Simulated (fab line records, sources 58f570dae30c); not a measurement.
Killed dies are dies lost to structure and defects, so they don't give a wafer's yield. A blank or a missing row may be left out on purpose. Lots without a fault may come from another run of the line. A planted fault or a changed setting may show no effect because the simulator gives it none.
Which tool did it? | flow berkeley_cmos170 | 13 lots, 39 wafers sampled, at 4 steps of a route of 331

WHAT THE GAUGES READ, wafer by wafer
UCB170_NWELL_THK_MEAS_05.
lot  | measured    | on            | NWELL_NITRIDE_THK (nm)
L447 | day 2 08:36 | film_metro-01 | 222.2 223.3 221.6
L448 | day 2 13:28 | film_metro-03 | 221.5 221.1 221.6
L449 | day 2 17:17 | film_metro-03 | 222.2 221.8 222.7
L450 | day 2 22:20 | film_metro-01 | 224.0 223.1 221.7
L451 | day 2 22:20 | film_metro-02 | 224.4 224.7 223.0
L452 | day 3 02:06 | film_metro-03 | 225.7 225.0 227.2
L463 | day 5 18:19 | film_metro-02 | 222.7 222.6 223.2
L465 | day 6 04:25 | film_metro-02 | 226.6 224.3 224.6
L466 | day 6 12:51 | film_metro-03 | 225.4 226.2 222.3
L467 | day 6 12:52 | film_metro-02 | 222.1 222.9 220.8
L468 | day 6 22:45 | film_metro-03 | 223.7 223.4 224.5
L469 | day 6 22:49 | film_metro-03 | 225.7 222.6 222.3
L470 | day 7 07:59 | film_metro-02 | 226.3 223.8 226.0

UCB170_GATE_THK_MEAS_02.
lot  | measured     | on            | GATE_OXIDE_THK (nm)
L447 | day 6 09:30  | film_metro-04 | 6.44 6.35 6.41
L448 | day 6 09:31  | film_metro-03 | 6.60 6.66 6.59
L449 | day 6 22:29  | film_metro-04 | 7.71 7.41 6.81 7.65 7.49 6.82
L450 | day 6 22:25  | film_metro-04 | 7.92 8.25 8.18 7.96 8.19 8.22
L451 | day 6 22:25  | film_metro-03 | 7.94 8.17 8.06 7.96 8.09 8.00
L452 | day 6 22:25  | film_metro-01 | 7.58 6.86 6.75 7.57 6.88 6.80
L463 | day 9 09:45  | film_metro-03 | 6.53 6.51 6.53
L465 | day 9 09:45  | film_metro-01 | 6.65 6.58 6.60
L466 | day 10 01:47 | film_metro-03 | 6.64 6.62 6.50
L467 | day 10 01:48 | film_metro-01 | 6.64 6.62 6.67
L468 | day 10 11:58 | film_metro-01 | 6.72 6.71 6.74
L469 | day 10 20:31 | film_metro-01 | 6.50 6.47 6.42
L470 | day 11 00:51 | film_metro-04 | 6.43 6.40 6.50

WHICH TOOL RAN EACH LOT (tool, then ch and the chambers of the sampled wafers, then the start)
lot  | UCB170_NWELL_ETCH_13              | UCB170_GATE_OXIDATION_01
L447 | rie_diel-03 ch 0,2, day 2 09:41   | furnace-04 ch 0, day 6 07:59
L448 | rie_diel-03 ch 0,1,2, day 2 14:46 | furnace-04 ch 0, day 6 07:59
L449 | rie_diel-02 ch 0,2,3, day 2 18:17 | furnace-04 ch 0, day 6 20:55
L450 | rie_diel-02 ch 0,1,3, day 2 23:23 | furnace-04 ch 0, day 6 20:55
L451 | rie_diel-03 ch 0,2,3, day 3 00:04 | furnace-04 ch 0, day 6 20:55
L452 | rie_diel-01 ch 0,1,3, day 3 03:10 | furnace-04 ch 0, day 6 20:55
L463 | rie_diel-03 ch 1,3, day 5 19:49   | furnace-03 ch 0, day 9 08:15
L465 | rie_diel-02 ch 1,3, day 6 05:28   | furnace-03 ch 0, day 9 08:15
L466 | rie_diel-03 ch 0,1, day 6 14:09   | furnace-01 ch 0, day 10 00:17
L467 | rie_diel-01 ch 0,3, day 6 14:23   | furnace-01 ch 0, day 10 00:17
L468 | rie_diel-03 ch 2,3, day 6 23:41   | furnace-01 ch 0, day 10 10:28
L469 | rie_diel-01 ch 2,3, day 6 23:56   | furnace-04 ch 0, day 10 19:01
L470 | rie_diel-01 ch 0,1,3, day 7 11:35 | furnace-04 ch 0, day 10 23:21
- UCB170_NWELL_ETCH_13: etches Si3N4 in CH3F/Ar/O2, stops on SiO2, target depth 246.4 nm, time 154 s.
- UCB170_GATE_OXIDATION_01: target thk 6.6 nm, ox time 1800 s.

WHAT THE TOOLS THEMSELVES READ (means of the sampled wafers that have a number; where no wafer has one, the mark that the record gives instead)
UCB170_NWELL_ETCH_13.
lot  | tool        | drypump_motor_current_A (A) | oes_product_au (a.u.) | throttle_valve_pct (%)
L447 | rie_diel-03 | 4.9                         | 0.936                 | 8.07
L448 | rie_diel-03 | 4.9                         | 0.939                 | 8.05
L449 | rie_diel-02 | 5.6                         | 0.921                 | 8.00
L450 | rie_diel-02 | 5.5                         | 0.939                 | 8.00
L451 | rie_diel-03 | 4.9                         | 0.927                 | 8.10
L452 | rie_diel-01 | 5.3                         | 0.924                 | 8.01
L463 | rie_diel-03 | 4.8                         | 0.946                 | 8.00
L465 | rie_diel-02 | 5.3                         | 0.945                 | 8.07
L466 | rie_diel-03 | 4.8                         | 0.952                 | 7.99
L467 | rie_diel-01 | 5.0                         | 0.921                 | 8.00
L468 | rie_diel-03 | 4.9                         | 0.933                 | 8.09
L469 | rie_diel-01 | 5.7                         | 0.927                 | 8.03
L470 | rie_diel-01 | 5.3                         | 0.926                 | 8.01

UCB170_GATE_OXIDATION_01.
lot  | tool       | spike_tc_centre_C (C) | zone_power_centre_pct (%)
L447 | furnace-04 | 851.7                 | 33.6
L448 | furnace-04 | 852.6                 | 34.1
L449 | furnace-04 | 878.8                 | 43.4
L450 | furnace-04 | 879.0                 | 43.5
L451 | furnace-04 | 878.5                 | 43.6
L452 | furnace-04 | 879.7                 | 43.8
L463 | furnace-03 | 852.7                 | 40.0
L465 | furnace-03 | 853.9                 | 39.8
L466 | furnace-01 | 854.6                 | 36.2
L467 | furnace-01 | 854.1                 | 36.0
L468 | furnace-01 | 853.5                 | 35.7
L469 | furnace-04 | 851.0                 | 34.0
L470 | furnace-04 | 850.6                 | 33.9

THE ANSWER, worked out from the rows above alone
Rule: what is usual is taken from the lots themselves. Put in order of their means at a reading, lots are off if they are a third of the lots or fewer, leave a main group of 4 or more, and stand apart from it by a gap of 3 or more times the standard deviation of the main group's means; of several such gaps the widest counts. A main group whose means are all the same, to the digits that the tables above print for the reading, isn't used. A lot without any number at a reading at which 4 lots or more have one is off too. The other lots that the step has rows for count as sound. The gauges are gone through in route order, then the tools' own readings, and for those a lot's mean is taken as printed above. The first step at which some lot is off is used, and at that step the reading that is off furthest; a lot without a number counts as furthest.
Off: L449, L450, L451, L452, at UCB170_GATE_THK_MEAS_02 (GATE_OXIDE_THK). The main group: mean 6.56 nm, standard deviation 0.1.
A tool fits if, at a process step before that reading, it ran every lot that is off, and no sound lot after the first of them. The gauges at UCB170_GATE_THK_MEAS_02 aren't tried: what is off there is off at UCB170_GATE_OXIDATION_01 too, on other tools, and a gauge's error can't cause that. None of those tried fits.

WHAT THE SIMULATOR HAD PUT IN
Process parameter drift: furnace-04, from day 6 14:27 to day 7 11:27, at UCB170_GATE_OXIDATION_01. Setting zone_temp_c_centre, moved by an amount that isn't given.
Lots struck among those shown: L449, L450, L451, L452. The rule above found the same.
